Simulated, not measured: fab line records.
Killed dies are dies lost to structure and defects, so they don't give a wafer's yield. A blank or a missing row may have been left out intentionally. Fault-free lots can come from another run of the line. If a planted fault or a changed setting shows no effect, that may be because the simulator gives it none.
Which tool was responsible?	flow berkeley cmos170	Sampling: 14 lots, 42 wafers, 3 of 331 route steps

== WHAT THE GAUGES READ, wafer by wafer ==
UCB170_PFIELD_OVL_MEAS_06.
lot	measured	on	PFIELD_OVL (nm)
L855	day 4 22:01	overlay-02	12 9 11
L856	day 4 22:17	overlay-02	4 2 9
L858	day 4 22:40	overlay-02	1 4 -1
L857	day 4 22:57	overlay-02	3 3 3
L859	day 5 05:23	overlay-02	8 10 11
L860	day 5 12:39	overlay-01	0 8 9
L862	day 6 00:57	overlay-01	-10 -8 -5
L869	day 7 05:20	overlay-02	-5 -1 -4
L868	day 7 05:39	overlay-01	6 5 5
L867	day 7 05:56	overlay-02	0 -12 -1
L871	day 7 13:14	overlay-02	6 -1 -4
L874	day 7 18:52	overlay-02	-1 1 -9
L876	day 8 10:31	overlay-01	7 3 1
L875	day 8 10:47	overlay-01	11 11 -3

UCB170_FIELD_THK_MEAS_02.
lot	measured	on	FIELD_OXIDE_THK (nm)
L855	day 5 03:01	film metro-04	536 539 531
L856	day 5 03:05	film metro-04	537 539 545
L858	day 5 03:04	film metro-02	554 549 559
L857	day 5 03:05	film metro-03	548 548 553
L859	day 5 11:09	film metro-03	568 569 560
L860	day 5 16:49	film metro-02	566 561 568
L862	day 6 07:26	film metro-04	539 552 544
L869	day 7 11:10	film metro-03	555 564 568
L868	day 7 11:10	film metro-04	559 563 547
L867	day 7 11:11	film metro-02	553 551 556
L871	day 7 18:07	film metro-02	576 568 564
L874	day 7 22:22	film metro-04	573 572 570
L876	day 8 17:44	film metro-04	545 545 546
L875	day 8 17:42	film metro-02	547 548 543

UCB170_NVT_OVL_MEAS_06.
lot	measured	on	NVT_OVL (nm)
L855	day 5 19:40	overlay-02	1 9 -8
L856	day 5 19:34	overlay-01	3 1 5
L858	day 5 19:33	overlay-02	6 4 0
L857	day 5 19:52	overlay-01	6 0 1
L859	day 6 08:55	overlay-02	1 4 5
L860	day 6 18:01	overlay-02	2 5 8
L862	day 7 03:12	overlay-01	8 6 7
L869	day 8 10:55	overlay-02	3 2 0
L868	day 8 11:22	overlay-02	5 7 7
L867	day 8 11:11	overlay-01	1 2 0
L871	day 8 16:01	overlay-02	9 5 5
L874	day 8 23:44	overlay-02	10 -2 1
L876	day 9 20:29	overlay-02	2 1 10
L875	day 9 20:17	overlay-01	3 2 0

== WHICH TOOL RAN EACH LOT (tool, then ch and the chambers of the sampled wafers, then the start) ==
Before these readings, the record contains no process step.

== WHAT THE TOOLS THEMSELVES READ (means of the sampled wafers that have a number; where no wafer has one, the mark that the record gives instead) ==
The record holds no such reading with a usual standard deviation.

== THE ANSWER, worked out from the rows above alone ==
Rule: usual is defined by the lots themselves. Put in order of their means at a reading, lots are off if they are a third of the lots or fewer, leave a main group of 4 or more, and stand apart from it by a gap of 3 or more times the standard deviation of the main group's means; of several such gaps the widest counts. A main group is skipped when, at the precision printed for the reading in the tables above, its means are all equal. Also off: a lot with no number at a reading for which 4 or more lots have one. The other lots that the step has rows for count as sound. Order of review: gauges by route order, followed by the tools' own readings, for which a lot's mean as printed above is used. The first step at which some lot is off is used, and at that step the reading that is off furthest; a lot without a number counts as furthest.
Across all readings shown, no lot is off: no conclusion can be drawn from this.

== WHAT THE SIMULATOR HAD INSERTED ==
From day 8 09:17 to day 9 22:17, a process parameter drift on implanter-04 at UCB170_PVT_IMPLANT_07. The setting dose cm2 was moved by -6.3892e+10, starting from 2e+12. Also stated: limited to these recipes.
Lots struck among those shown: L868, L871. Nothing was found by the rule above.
